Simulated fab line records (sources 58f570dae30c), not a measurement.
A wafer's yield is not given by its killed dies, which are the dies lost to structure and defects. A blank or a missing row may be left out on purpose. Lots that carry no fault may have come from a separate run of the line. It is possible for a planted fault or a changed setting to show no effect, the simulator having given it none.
Which of the tools did it? -- flow berkeley-cmos170 -- at 1 step of a route of 331, 6 lots with 18 wafers sampled

WHAT THE GAUGES SHOWED, per wafer
UCB170_PVT_TW_MEAS_09.
lot,measured,on,PVT_TW
L389,day 6 07:20,film-metro-03,514 509 513
L392,day 7 05:57,film-metro-04,518 519 520
L394,day 7 23:05,film-metro-03,512 511 509
L402,day 8 18:38,film-metro-03,513 512 511
L406,day 9 17:52,film-metro-03,514 515 512
L408,day 10 04:28,film-metro-02,507 503 504

WHICH TOOL RAN EACH LOT (tool, then ch and the chambers of the sampled wafers, then the start)
No process step before these readings appears in the record.

THE ANSWER, worked out from the rows above alone
Rule: the lots themselves supply what counts as usual. The widest of any qualifying gaps counts: lots, ordered by their means at a reading, are off when they make up no more than a third of the lots, leave a main group of 4 or more, and stand apart from it by 3 or more times the standard deviation of that group's means. A main group is skipped when, at the precision printed for the reading in the tables above, its means are all equal. Also off: a lot with no number at a reading for which 4 or more lots have one. Where the step has rows for the other lots, those lots are counted as sound.
Across all readings shown, no lot is off: no conclusion can be drawn from this.

WHAT WAS PUT IN BY THE SIMULATOR
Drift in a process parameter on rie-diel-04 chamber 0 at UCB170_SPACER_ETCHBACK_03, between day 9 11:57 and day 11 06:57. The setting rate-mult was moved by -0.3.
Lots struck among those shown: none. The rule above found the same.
